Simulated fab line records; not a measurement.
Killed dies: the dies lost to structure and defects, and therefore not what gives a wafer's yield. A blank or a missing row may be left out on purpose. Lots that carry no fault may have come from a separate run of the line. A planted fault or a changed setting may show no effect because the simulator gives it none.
fab line records ; flow berkeleyCmos170
record: lots: 24; wafers: 72; lastDay: 12
route steps=331 shown PFIELD@87 NVT@113 PVT@121 NLDD@165
lots that met no fault: from a run of the same line without faults
startH: hours from the record's first day to the start of the lot's first wafer shown ; waitH: time in hours since the lot's previous step ; " unchanged from the row above ; L1.1+2: a row that stands for several wafers ; - value missing, or start not given ; * or withheld: withheld ; < > ~ a bound
route shown NAME@n: names a module that has steps shown in the file, with the first one's number in the route ; usual: average and standard deviation across the fault-free wafers ; same: alike in all rows ; chamber/n: place in a boat ; sites: readings site by site ; _std_site: the values' standard deviation ; _edge_site: mean of outer sites minus mean of inner sites ; radiusMm: for every site, how far away it sits from the centre of the wafer ; mask NAME#n: copy n ; behind: the most recent tool/chamber to have shaped the wafer ; hold: why the lot went on hold/how many hours it stayed there/how the hold came to an end ; device: which transistor (n, p or np) failed to switch ; end of line: tests run on the same wafers once the route is complete ; where a step has no rows: the recipe by itself ; killed: dies lost to structure and defects at the first sort, not the wafer's yield ; map: dies across one wafer; x = killed, . = not, _ = none there
set.NAME: the setting that was run; set.NAME@STEP: the one run at that earlier step ; model.NAME: the simulator's own value behind a step, which no gauge read
route steps across a sampled set of lots; one table per step, one row per wafer
services: when a tool's chamber went out of use (startH, in hours from the record's first day, below 0 if earlier), for how many hours, and the reason
== steps ==
step: UCB170_PFIELD_STRIP_08
recipe: chemistry: O2; powerW: 400; pressureMtorr: 3500; platenTempC: withheld; o2FlowSccm: 400; overashFraction: 0.5
usual: drypumpMotorCurrentA: 5.78/0.14; oesProductAu: 0.734/0.0042; stripTimeToEndpointS: 21.66/0.056
lot.wafer;tool;chamber;startH;waitH;drypumpMotorCurrentA;oesProductAu;rfHoursCounterH;stripTimeToEndpointS
L074.3;plasmaAsher-01;1;83.54;0.1;5.82;0.736;-;21.65
L074.4;plasmaAsher-01;0;83.54;0.1;5.89;0.734;-;21.63
L074.6;plasmaAsher-01;1;83.54;0.1;5.83;0.741;-;21.68
L075.2;plasmaAsher-02;0;85.96;0.1;5.64;0.732;37;21.57
L075.5;plasmaAsher-02;1;85.96;0.1;5.81;0.735;-;21.62
L075.6;plasmaAsher-02;0;85.96;0.1;5.63;0.738;-;21.64
L076.1;plasmaAsher-01;0;86.41;0.1;5.89;0.741;38;21.66
L076.2;plasmaAsher-01;1;86.41;0.1;5.85;0.732;38;21.69
L076.6;plasmaAsher-01;1;86.41;0.1;5.84;0.735;-;21.70
L077.1;plasmaAsher-03;1;97.51;0.1;5.47;0.736;30;21.61
L077.2;plasmaAsher-03;0;97.51;0.1;5.83;0.733;30;21.57
L077.6;plasmaAsher-03;0;97.51;0.1;5.84;0.738;-;21.59
L079.1;plasmaAsher-01;1;105.03;0.1;5.82;0.734;40;21.59
L079.4;plasmaAsher-01;1;105.03;0.1;5.84;0.738;-;21.63
L079.5;plasmaAsher-01;1;105.03;0.1;5.83;0.736;-;21.64
L078.1;plasmaAsher-02;1;105.14;0.1;5.77;0.743;40;21.75
L078.3;plasmaAsher-02;0;105.14;0.1;5.63;0.736;-;21.74
L078.6;plasmaAsher-02;0;105.14;0.1;5.63;0.737;-;21.71
L081.1;plasmaAsher-01;1;109.18;0.1;5.83;0.731;40;21.74
L081.3;plasmaAsher-01;1;109.18;0.1;5.84;0.726;-;21.67
L081.4;plasmaAsher-01;0;109.18;0.1;5.94;0.727;-;21.65
L080.3;plasmaAsher-03;1;109.49;0.1;5.46;0.730;-;21.69
L080.5;plasmaAsher-03;0;109.49;0.1;5.81;0.738;-;21.66
L080.6;plasmaAsher-03;1;109.49;0.1;5.49;0.737;-;21.72
L082.2;plasmaAsher-01;1;124.78;0.1;5.82;0.736;42;21.62
L082.4;plasmaAsher-01;0;124.78;0.1;5.91;0.735;-;21.62
L082.5;plasmaAsher-01;1;124.78;0.1;5.82;0.731;-;21.61
L084.1;plasmaAsher-03;0;133.55;0.1;5.85;0.737;35;21.61
L084.2;plasmaAsher-03;1;133.55;0.1;5.47;0.732;35;21.64
L084.5;plasmaAsher-03;1;133.55;0.1;5.47;0.737;-;21.69
L086.3;plasmaAsher-03;1;134.58;0.1;5.45;0.737;-;21.62
L086.5;plasmaAsher-03;0;134.58;0.1;5.83;0.729;-;21.58
L086.6;plasmaAsher-03;1;134.58;0.1;5.45;0.732;-;21.55
L083.2;plasmaAsher-02;0;134.88;0.1;5.65;0.730;2;21.57
L083.3;plasmaAsher-02;1;134.88;0.1;5.80;0.733;-;21.62
L083.5;plasmaAsher-02;1;134.88;0.1;5.79;0.741;-;21.61
L085.2;plasmaAsher-01;1;135.10;0.1;5.84;0.726;43;21.80
L085.3;plasmaAsher-01;1;135.10;0.1;5.86;0.731;-;21.70
L085.4;plasmaAsher-01;0;135.10;0.1;5.91;0.729;-;21.73
L087.1;plasmaAsher-01;0;146.93;0.1;5.91;0.738;45;21.68
L087.2;plasmaAsher-01;1;146.93;0.1;5.86;0.732;45;21.66
L087.3;plasmaAsher-01;1;146.93;0.1;5.88;0.735;-;21.65
L089.1;plasmaAsher-01;0;152.15;0.1;5.89;0.739;45;21.66
L089.2;plasmaAsher-01;1;152.15;0.1;5.81;0.735;45;21.55
L089.4;plasmaAsher-01;1;152.15;0.1;5.82;0.739;-;21.63
L088.1;plasmaAsher-02;0;152.43;0.1;5.63;0.736;4;21.62
L088.4;plasmaAsher-02;0;152.43;0.1;5.65;0.734;-;21.69
L088.5;plasmaAsher-02;1;152.43;0.1;5.80;0.734;-;21.66
L090.1;plasmaAsher-01;1;163.98;0.1;5.83;0.729;47;21.63
L090.5;plasmaAsher-01;1;163.98;0.1;5.84;0.735;-;21.63
L090.6;plasmaAsher-01;0;163.98;0.1;5.88;0.734;-;21.61
L091.1;plasmaAsher-01;0;164.26;0.1;5.93;0.731;47;21.66
L091.3;plasmaAsher-01;1;164.26;0.1;5.84;0.740;-;21.73
L091.6;plasmaAsher-01;0;164.26;0.1;5.91;0.736;-;21.72
L092.1;plasmaAsher-02;0;170.19;0.1;5.62;0.732;6;21.65
L092.2;plasmaAsher-02;1;170.19;0.1;5.77;0.733;6;21.64
L092.6;plasmaAsher-02;0;170.19;0.1;5.64;0.735;-;21.55
L093.1;plasmaAsher-01;1;170.31;0.1;5.87;0.735;47;21.68
L093.3;plasmaAsher-01;1;170.31;0.1;5.86;0.736;-;21.71
L093.4;plasmaAsher-01;0;170.31;0.1;5.91;0.739;-;21.68
L094.3;plasmaAsher-02;0;183.66;0.1;5.64;0.733;-;21.72
L094.4;plasmaAsher-02;1;183.66;0.1;5.78;0.728;-;21.64
L094.5;plasmaAsher-02;0;183.66;0.1;5.65;0.733;-;21.62
L095.2;plasmaAsher-03;1;183.73;0.1;5.46;0.736;40;21.63
L095.3;plasmaAsher-03;1;183.73;0.1;5.50;0.738;-;21.72
L095.5;plasmaAsher-03;1;183.73;0.1;5.47;0.734;-;21.65
L096.3;plasmaAsher-01;1;183.94;0.1;5.84;0.728;-;21.72
L096.5;plasmaAsher-01;0;183.94;0.1;5.91;0.738;-;21.65
L096.6;plasmaAsher-01;1;183.94;0.1;5.86;0.732;-;21.73
L097.3;plasmaAsher-03;0;195.65;0.1;5.86;0.731;-;21.61
L097.5;plasmaAsher-03;1;195.65;0.1;5.46;0.734;-;21.69
L097.6;plasmaAsher-03;0;195.65;0.1;5.87;0.735;-;21.64
step: UCB170_PFIELD_TW_MEAS_09
usual: PFIELD_TW: 600/3.5
lot.wafer;tool;chamber;startH;waitH;PFIELD_TW
L074.3;filmMetro-04;-;83.62;0.1;601
L074.4;filmMetro-04;-;83.62;0.1;602
L074.6;filmMetro-04;-;83.62;0.1;599
L075.2;filmMetro-02;-;86.07;0.1;607
L075.5;filmMetro-02;-;86.07;0.1;607
L075.6;filmMetro-02;-;86.07;0.1;605
L076.1;filmMetro-02;-;86.51;0.1;600
L076.2;filmMetro-02;-;86.51;0.1;605
L076.6;filmMetro-02;-;86.51;0.1;602
L077.1;filmMetro-02;-;97.61;0.1;608
L077.2;filmMetro-02;-;97.61;0.1;605
L077.6;filmMetro-02;-;97.61;0.1;604
L079.1;filmMetro-04;-;105.13;0.1;601
L079.4;filmMetro-04;-;105.13;0.1;599
L079.5;filmMetro-04;-;105.13;0.1;594
L078.1;filmMetro-02;-;105.24;0.1;605
L078.3;filmMetro-02;-;105.24;0.1;605
L078.6;filmMetro-02;-;105.24;0.1;599
L081.1;filmMetro-02;-;109.28;0.1;601
L081.3;filmMetro-02;-;109.28;0.1;605
L081.4;filmMetro-02;-;109.28;0.1;603
L080.3;filmMetro-02;-;109.58;0.1;600
L080.5;filmMetro-02;-;109.58;0.1;605
L080.6;filmMetro-02;-;109.58;0.1;602
L082.2;filmMetro-03;-;124.89;0.1;596
L082.4;filmMetro-03;-;124.89;0.1;598
L082.5;filmMetro-03;-;124.89;0.1;602
L084.1;filmMetro-04;-;133.67;0.1;600
L084.2;filmMetro-04;-;133.67;0.1;603
L084.5;filmMetro-04;-;133.67;0.1;607
L086.3;filmMetro-04;-;134.67;0.1;600
L086.5;filmMetro-04;-;134.67;0.1;601
L086.6;filmMetro-04;-;134.67;0.1;606
L083.2;filmMetro-03;-;134.99;0.1;598
L083.3;filmMetro-03;-;134.99;0.1;597
L083.5;filmMetro-03;-;134.99;0.1;597
L085.2;filmMetro-03;-;135.21;0.1;596
L085.3;filmMetro-03;-;135.21;0.1;595
L085.4;filmMetro-03;-;135.21;0.1;597
L087.1;filmMetro-03;-;147.03;0.1;598
L087.2;filmMetro-03;-;147.03;0.1;597
L087.3;filmMetro-03;-;147.03;0.1;599
L089.1;filmMetro-04;-;152.25;0.1;600
L089.2;filmMetro-04;-;152.25;0.1;598
L089.4;filmMetro-04;-;152.25;0.1;601
L088.1;filmMetro-02;-;152.52;0.1;599
L088.4;filmMetro-02;-;152.52;0.1;599
L088.5;filmMetro-02;-;152.52;0.1;602
L090.1;filmMetro-02;-;164.08;0.1;601
L090.5;filmMetro-02;-;164.08;0.1;604
L090.6;filmMetro-02;-;164.08;0.1;603
L091.1;filmMetro-02;-;164.36;0.1;599
L091.3;filmMetro-02;-;164.36;0.1;599
L091.6;filmMetro-02;-;164.36;0.1;602
L092.1;filmMetro-04;-;170.29;0.1;598
L092.2;filmMetro-04;-;170.29;0.1;597
L092.6;filmMetro-04;-;170.29;0.1;597
L093.1;filmMetro-02;-;170.41;0.1;597
L093.3;filmMetro-02;-;170.41;0.1;603
L093.4;filmMetro-02;-;170.41;0.1;599
L094.3;filmMetro-03;-;183.75;0.1;594
L094.4;filmMetro-03;-;183.75;0.1;598
L094.5;filmMetro-03;-;183.75;0.1;595
L095.2;filmMetro-02;-;183.84;0.1;602
L095.3;filmMetro-02;-;183.84;0.1;600
L095.5;filmMetro-02;-;183.84;0.1;598
L096.3;filmMetro-03;-;184.02;0.1;595
L096.5;filmMetro-03;-;184.02;0.1;595
L096.6;filmMetro-03;-;184.02;0.1;597
L097.3;filmMetro-02;-;195.74;0.1;604
L097.5;filmMetro-02;-;195.74;0.1;606
L097.6;filmMetro-02;-;195.74;0.1;606
step: UCB170_NVT_TW_MEAS_09
usual: NVT_TW: 523/3.1
lot.wafer;tool;chamber;startH;waitH;NVT_TW
L074.3;filmMetro-04;-;110.44;0.1;520
L074.4;filmMetro-04;-;110.44;0.1;519
L074.6;filmMetro-04;-;110.44;0.1;519
L075.2;filmMetro-03;-;110.52;0.1;520
L075.5;filmMetro-03;-;110.52;0.1;521
L075.6;filmMetro-03;-;110.52;0.1;519
L076.1;filmMetro-02;-;110.79;0.1;526
L076.2;filmMetro-02;-;110.79;0.1;525
L076.6;filmMetro-02;-;110.79;0.1;524
L077.1;filmMetro-04;-;123.08;0.1;523
L077.2;filmMetro-04;-;123.08;0.1;524
L077.6;filmMetro-04;-;123.08;0.1;526
L078.1;filmMetro-04;-;131.91;0.1;527
L078.3;filmMetro-04;-;131.91;0.1;527
L078.6;filmMetro-04;-;131.91;0.1;523
L079.1;filmMetro-03;-;132.08;0.1;524
L079.4;filmMetro-03;-;132.08;0.1;520
L079.5;filmMetro-03;-;132.08;0.1;520
L080.3;filmMetro-03;-;137.85;0.1;523
L080.5;filmMetro-03;-;137.85;0.1;519
L080.6;filmMetro-03;-;137.85;0.1;522
L081.1;filmMetro-04;-;137.98;0.1;528
L081.3;filmMetro-04;-;137.98;0.1;527
L081.4;filmMetro-04;-;137.98;0.1;523
L082.2;filmMetro-02;-;153.79;0.1;527
L082.4;filmMetro-02;-;153.79;0.1;525
L082.5;filmMetro-02;-;153.79;0.1;527
L083.2;filmMetro-04;-;160.03;0.1;519
L083.3;filmMetro-04;-;160.03;0.1;523
L083.5;filmMetro-04;-;160.03;0.1;520
L086.3;filmMetro-04;-;160.22;0.1;523
L086.5;filmMetro-04;-;160.22;0.1;521
L086.6;filmMetro-04;-;160.22;0.1;524
L085.2;filmMetro-04;-;160.48;0.1;521
L085.3;filmMetro-04;-;160.48;0.1;519
L085.4;filmMetro-04;-;160.48;0.1;520
L084.1;filmMetro-02;-;160.52;0.1;525
L084.2;filmMetro-02;-;160.52;0.1;521
L084.5;filmMetro-02;-;160.52;0.1;527
L087.1;filmMetro-02;-;178.59;0.1;523
L087.2;filmMetro-02;-;178.59;0.1;519
L087.3;filmMetro-02;-;178.59;0.1;522
L089.1;filmMetro-02;-;184.02;0.1;524
L089.2;filmMetro-02;-;184.02;0.1;526
L089.4;filmMetro-02;-;184.02;0.1;524
L088.1;filmMetro-02;-;184.28;0.1;527
L088.4;filmMetro-02;-;184.28;0.1;525
L088.5;filmMetro-02;-;184.28;0.1;524
L091.1;filmMetro-03;-;190.62;0.1;523
L091.3;filmMetro-03;-;190.62;0.1;518
L091.6;filmMetro-03;-;190.62;0.1;519
L090.1;filmMetro-02;-;190.64;0.1;523
L090.5;filmMetro-02;-;190.64;0.1;525
L090.6;filmMetro-02;-;190.64;0.1;524
L092.1;filmMetro-03;-;196.76;0.1;518
L092.2;filmMetro-03;-;196.76;0.1;520
L092.6;filmMetro-03;-;196.76;0.1;516
L093.1;filmMetro-02;-;197.00;0.1;527
L093.3;filmMetro-02;-;197.00;0.1;527
L093.4;filmMetro-02;-;197.00;0.1;524
L094.3;filmMetro-04;-;212.36;0.1;522
L094.4;filmMetro-04;-;212.36;0.1;523
L094.5;filmMetro-04;-;212.36;0.1;519
L095.2;filmMetro-02;-;212.48;0.1;529
L095.3;filmMetro-02;-;212.48;0.1;528
L095.5;filmMetro-02;-;212.48;0.1;526
L096.3;filmMetro-04;-;212.59;0.1;522
L096.5;filmMetro-04;-;212.59;0.1;524
L096.6;filmMetro-04;-;212.59;0.1;523
L097.3;filmMetro-03;-;218.99;0.1;519
L097.5;filmMetro-03;-;218.99;0.1;519
L097.6;filmMetro-03;-;218.99;0.1;518
step: UCB170_PVT_OVL_MEAS_06
usual: PVT_OVL: -4/5.7
lot.wafer;tool;chamber;startH;waitH;PVT_OVL[nm]
L075.2;overlay-02;-;113.64;-;-4
L075.5;overlay-02;-;113.64;-;-2
L075.6;overlay-02;-;113.64;-;-6
L076.1;overlay-02;-;113.91;-;-12
L076.2;overlay-02;-;113.91;-;-1
L076.6;overlay-02;-;113.91;-;-13
L074.3;overlay-01;-;113.93;-;3
L074.4;overlay-01;-;113.93;-;0
L074.6;overlay-01;-;113.93;-;-2
L077.1;overlay-02;-;124.52;-;8
L077.2;overlay-02;-;124.52;-;-4
L077.6;overlay-02;-;124.52;-;3
L078.1;overlay-02;-;133.33;-;-7
L078.3;overlay-02;-;133.33;-;-6
L078.6;overlay-02;-;133.33;-;-3
L079.1;overlay-02;-;133.97;-;-5
L079.4;overlay-02;-;133.97;-;-4
L079.5;overlay-02;-;133.97;-;-3
L081.1;overlay-02;-;139.68;-;-1
L081.3;overlay-02;-;139.68;-;-5
L081.4;overlay-02;-;139.68;-;1
L080.3;overlay-02;-;139.97;-;-6
L080.5;overlay-02;-;139.97;-;-1
L080.6;overlay-02;-;139.97;-;-12
L082.2;overlay-01;-;154.94;-;-7
L082.4;overlay-01;-;154.94;-;-3
L082.5;overlay-01;-;154.94;-;-8
L083.2;overlay-01;-;161.49;-;-1
L083.3;overlay-01;-;161.49;-;-2
L083.5;overlay-01;-;161.49;-;-5
L085.2;overlay-01;-;163.62;-;-2
L085.3;overlay-01;-;163.62;-;-3
L085.4;overlay-01;-;163.62;-;-2
L084.1;overlay-01;-;163.86;-;-4
L084.2;overlay-01;-;163.86;-;-3
L084.5;overlay-01;-;163.86;-;-15
L086.3;overlay-02;-;163.90;-;-4
L086.5;overlay-02;-;163.90;-;7
L086.6;overlay-02;-;163.90;-;6
L087.1;overlay-01;-;180.35;-;-3
L087.2;overlay-01;-;180.35;-;-3
L087.3;overlay-01;-;180.35;-;-6
L089.1;overlay-02;-;185.62;-;-13
L089.2;overlay-02;-;185.62;-;-13
L089.4;overlay-02;-;185.62;-;-12
L088.1;overlay-01;-;185.68;-;5
L088.4;overlay-01;-;185.68;-;-2
L088.5;overlay-01;-;185.68;-;-1
L090.1;overlay-02;-;192.35;-;-1
L090.5;overlay-02;-;192.35;-;-1
L090.6;overlay-02;-;192.35;-;-1
L091.1;overlay-01;-;192.46;-;-4
L091.3;overlay-01;-;192.46;-;-7
L091.6;overlay-01;-;192.46;-;-6
L092.1;overlay-02;-;198.41;-;-3
L092.2;overlay-02;-;198.41;-;-13
L092.6;overlay-02;-;198.41;-;-14
L093.1;overlay-01;-;198.41;-;3
L093.3;overlay-01;-;198.41;-;-5
L093.4;overlay-01;-;198.41;-;-14
L094.3;overlay-02;-;215.09;-;-6
L094.4;overlay-02;-;215.09;-;-17
L094.5;overlay-02;-;215.09;-;-8
L095.2;overlay-01;-;215.20;-;-5
L095.3;overlay-01;-;215.20;-;-5
L095.5;overlay-01;-;215.20;-;7
L096.3;overlay-01;-;215.81;-;1
L096.5;overlay-01;-;215.81;-;2
L096.6;overlay-01;-;215.81;-;4
L097.3;overlay-02;-;220.36;-;-7
L097.5;overlay-02;-;220.36;-;5
L097.6;overlay-02;-;220.36;-;1
step: UCB170_PVT_STRIP_08
recipe: chemistry: O2; powerW: 400; pressureMtorr: 3500; platenTempC: withheld; o2FlowSccm: 400; overashFraction: 0.5
usual: drypumpMotorCurrentA: 5.82/0.099; oesProductAu: 0.734/0.0042; stripTimeToEndpointS: 21.66/0.08
lot.wafer;tool;chamber;startH;waitH;drypumpMotorCurrentA;oesProductAu;rfHoursCounterH;stripTimeToEndpointS
L075.2;plasmaAsher-01;1;113.82;0.1;5.83;0.733;41;21.66
L075.5;plasmaAsher-01;0;113.82;0.1;5.90;0.732;-;21.57
L075.6;plasmaAsher-01;1;113.82;0.1;5.86;0.738;-;21.55
L076.1;plasmaAsher-04;0;114.10;0.1;5.75;0.735;41;21.75
L076.2;plasmaAsher-04;1;114.10;0.1;5.92;0.740;41;21.77
L076.6;plasmaAsher-04;1;114.10;0.1;5.97;0.736;-;21.73
L074.3;plasmaAsher-01;1;114.14;0.1;5.83;0.731;-;21.72
L074.4;plasmaAsher-01;0;114.14;0.1;5.91;0.731;-;21.74
L074.6;plasmaAsher-01;1;114.14;0.1;5.81;0.729;-;21.75
L077.1;plasmaAsher-04;1;124.71;0.1;5.99;0.734;42;21.70
L077.2;plasmaAsher-04;0;124.71;0.1;5.78;0.733;42;21.76
L077.6;plasmaAsher-04;1;124.71;0.1;5.94;0.735;-;21.82
L078.1;plasmaAsher-01;1;133.52;0.1;5.84;0.735;43;21.62
L078.3;plasmaAsher-01;0;133.52;0.1;5.91;0.731;-;21.75
L078.6;plasmaAsher-01;1;133.52;0.1;5.87;0.728;-;21.74
L079.1;plasmaAsher-02;1;134.16;0.1;5.79;0.734;2;21.54
L079.4;plasmaAsher-02;1;134.16;0.1;5.80;0.738;-;21.62
L079.5;plasmaAsher-02;1;134.16;0.1;5.78;0.728;-;21.59
L081.1;plasmaAsher-04;0;139.87;0.1;5.74;0.739;44;21.64
L081.3;plasmaAsher-04;0;139.87;0.1;5.74;0.734;-;21.61
L081.4;plasmaAsher-04;1;139.87;0.1;5.99;0.737;-;21.64
L080.3;plasmaAsher-04;0;140.17;0.1;5.72;0.740;-;21.58
L080.5;plasmaAsher-04;1;140.17;0.1;5.87;0.732;-;21.70
L080.6;plasmaAsher-04;0;140.17;0.1;5.76;0.734;-;21.68
L082.2;plasmaAsher-02;0;155.12;0.1;5.63;0.731;4;21.61
L082.4;plasmaAsher-02;1;155.12;0.1;5.75;0.744;-;21.63
L082.5;plasmaAsher-02;1;155.12;0.1;5.77;0.737;-;21.55
L083.2;plasmaAsher-01;0;161.67;0.1;5.92;0.737;46;21.52
L083.3;plasmaAsher-01;1;161.67;0.1;5.86;0.734;-;21.51
L083.5;plasmaAsher-01;1;161.67;0.1;5.86;0.744;-;21.54
L085.2;plasmaAsher-04;1;163.80;0.1;5.94;0.733;47;21.71
L085.3;plasmaAsher-04;0;163.80;0.1;5.75;0.743;-;21.68
L085.4;plasmaAsher-04;1;163.80;0.1;5.97;0.730;-;21.70
L084.1;plasmaAsher-02;0;164.05;0.1;5.62;0.732;6;21.64
L084.2;plasmaAsher-02;1;164.05;0.1;5.76;0.734;6;21.70
L084.5;plasmaAsher-02;1;164.05;0.1;5.74;0.735;-;21.57
L086.3;plasmaAsher-04;0;164.11;0.1;5.75;0.730;-;21.66
L086.5;plasmaAsher-04;1;164.11;0.1;5.92;0.737;-;21.79
L086.6;plasmaAsher-04;0;164.11;0.1;5.77;0.733;-;21.71
L087.1;plasmaAsher-01;1;180.53;0.1;5.85;0.736;49;21.53
L087.2;plasmaAsher-01;0;180.53;0.1;5.89;0.729;49;21.56
L087.3;plasmaAsher-01;0;180.53;0.1;5.89;0.736;-;21.62
L089.1;plasmaAsher-02;1;185.80;0.1;5.77;0.732;8;21.73
L089.2;plasmaAsher-02;0;185.80;0.1;5.63;0.729;8;21.73
L089.4;plasmaAsher-02;0;185.80;0.1;5.62;0.748;-;21.79
L088.1;plasmaAsher-01;0;185.87;0.1;5.91;0.734;49;21.56
L088.4;plasmaAsher-01;1;185.87;0.1;5.82;0.738;-;21.57
L088.5;plasmaAsher-01;1;185.87;0.1;5.82;0.735;-;21.57
L090.1;plasmaAsher-02;1;192.54;0.1;5.81;0.734;9;21.55
L090.5;plasmaAsher-02;1;192.54;0.1;5.80;0.734;-;21.54
L090.6;plasmaAsher-02;0;192.54;0.1;5.66;0.735;-;21.54
L091.1;plasmaAsher-01;0;192.65;0.1;5.91;0.734;50;21.71
L091.3;plasmaAsher-01;1;192.65;0.1;5.83;0.734;-;21.63
L091.6;plasmaAsher-01;0;192.65;0.1;5.91;0.731;-;21.71
L092.1;plasmaAsher-01;0;198.59;0.1;5.90;0.733;50;21.58
L092.2;plasmaAsher-01;1;198.59;0.1;5.86;0.725;50;21.56
L092.6;plasmaAsher-01;1;198.59;0.1;5.85;0.732;-;21.62
L093.1;plasmaAsher-04;0;198.60;0.1;5.76;0.733;50;21.67
L093.3;plasmaAsher-04;1;198.60;0.1;5.90;0.726;-;21.66
L093.4;plasmaAsher-04;0;198.60;0.1;5.76;0.728;-;21.67
L094.3;plasmaAsher-04;1;215.30;0.1;5.97;0.734;-;21.74
L094.4;plasmaAsher-04;0;215.30;0.1;5.75;0.732;-;21.69
L094.5;plasmaAsher-04;0;215.30;0.1;5.77;0.733;-;21.65
L095.2;plasmaAsher-02;1;215.38;0.1;5.79;0.735;11;21.64
L095.3;plasmaAsher-02;1;215.38;0.1;5.78;0.734;-;21.59
L095.5;plasmaAsher-02;0;215.38;0.1;5.62;0.746;-;21.56
L096.3;plasmaAsher-04;1;216.02;0.1;5.94;0.731;-;21.68
L096.5;plasmaAsher-04;0;216.02;0.1;5.76;0.735;-;21.75
L096.6;plasmaAsher-04;1;216.02;0.1;5.94;0.732;-;21.71
L097.3;plasmaAsher-04;1;220.57;0.1;5.94;0.739;-;21.76
L097.5;plasmaAsher-04;1;220.57;0.1;5.93;0.734;-;21.73
L097.6;plasmaAsher-04;0;220.57;0.1;5.82;0.732;-;21.71
step: UCB170_NLDD_OVL_MEAS_07
usual: NLDD_OVL: -1/5.7
lot.wafer;tool;chamber;startH;waitH;NLDD_OVL[nm]
L074.3;overlay-02;-;129.50;0.1;0
L074.4;overlay-02;-;129.50;0.1;-7
L074.6;overlay-02;-;129.50;0.1;-5
L075.2;overlay-01;-;129.77;0.1;0
L075.5;overlay-01;-;129.77;0.1;1
L075.6;overlay-01;-;129.77;0.1;0
L076.1;overlay-02;-;130.23;0.1;-3
L076.2;overlay-02;-;130.23;0.1;-3
L076.6;overlay-02;-;130.23;0.1;2
L077.1;overlay-01;-;139.79;0.1;11
L077.2;overlay-01;-;139.79;0.1;-9
L077.6;overlay-01;-;139.79;0.1;-2
L078.1;overlay-02;-;147.42;0.1;-1
L078.3;overlay-02;-;147.42;0.1;-8
L078.6;overlay-02;-;147.42;0.1;-8
L079.1;overlay-02;-;147.79;0.1;-1
L079.4;overlay-02;-;147.79;0.1;6
L079.5;overlay-02;-;147.79;0.1;-3
L081.1;overlay-02;-;154.49;0.1;12
L081.3;overlay-02;-;154.49;0.1;11
L081.4;overlay-02;-;154.49;0.1;4
L080.3;overlay-02;-;155.10;0.1;-8
L080.5;overlay-02;-;155.10;0.1;-6
L080.6;overlay-02;-;155.10;0.1;-16
L082.2;overlay-01;-;171.63;0.1;-2
L082.4;overlay-01;-;171.63;0.1;2
L082.5;overlay-01;-;171.63;0.1;8
L086.3;overlay-01;-;176.99;0.1;-3
L086.5;overlay-01;-;176.99;0.1;6
L086.6;overlay-01;-;176.99;0.1;-9
L083.2;overlay-01;-;177.59;0.1;6
L083.3;overlay-01;-;177.59;0.1;-3
L083.5;overlay-01;-;177.59;0.1;3
L084.1;overlay-02;-;177.83;0.1;-7
L084.2;overlay-02;-;177.83;0.1;-1
L084.5;overlay-02;-;177.83;0.1;-6
L085.2;overlay-02;-;178.07;0.1;0
L085.3;overlay-02;-;178.07;0.1;9
L085.4;overlay-02;-;178.07;0.1;3
L087.1;overlay-01;-;197.77;0.1;5
L087.2;overlay-01;-;197.77;0.1;2
L087.3;overlay-01;-;197.77;0.1;3
L089.1;overlay-01;-;202.20;0.1;9
L089.2;overlay-01;-;202.20;0.1;-10
L089.4;overlay-01;-;202.20;0.1;0
L088.1;overlay-02;-;202.65;0.1;9
L088.4;overlay-02;-;202.65;0.1;-1
L088.5;overlay-02;-;202.65;0.1;6
L091.1;overlay-01;-;212.03;0.1;-7
L091.3;overlay-01;-;212.03;0.1;1
L091.6;overlay-01;-;212.03;0.1;-10
L090.1;overlay-01;-;212.11;0.1;-2
L090.5;overlay-01;-;212.11;0.1;-4
L090.6;overlay-01;-;212.11;0.1;-10
L093.1;overlay-01;-;216.37;0.1;-6
L093.3;overlay-01;-;216.37;0.1;-6
L093.4;overlay-01;-;216.37;0.1;-1
L092.1;overlay-02;-;216.51;0.1;-6
L092.2;overlay-02;-;216.51;0.1;12
L092.6;overlay-02;-;216.51;0.1;6
L096.3;overlay-01;-;231.58;0.1;-2
L096.5;overlay-01;-;231.58;0.1;-5
L096.6;overlay-01;-;231.58;0.1;-6
L094.3;overlay-02;-;232.03;0.1;8
L094.4;overlay-02;-;232.03;0.1;-5
L094.5;overlay-02;-;232.03;0.1;4
L095.2;overlay-02;-;232.30;0.1;-3
L095.3;overlay-02;-;232.30;0.1;-5
L095.5;overlay-02;-;232.30;0.1;0
L097.3;overlay-02;-;238.12;0.1;5
L097.5;overlay-02;-;238.12;0.1;-5
L097.6;overlay-02;-;238.12;0.1;13
== services ==
tool;chamber;startH;hours;kind
plasmaAsher-03;-;62.58;2.8;pm
plasmaAsher-02;-;108.75;9.0;pm
plasmaAsher-02;0;108.75;9.0;ventCycle
plasmaAsher-02;1;108.75;9.0;ventCycle
plasmaAsher-02;0;117.75;-;clean
plasmaAsher-02;1;117.75;-;clean
plasmaAsher-03;-;159.30;5.2;repair
== key ==
fault none
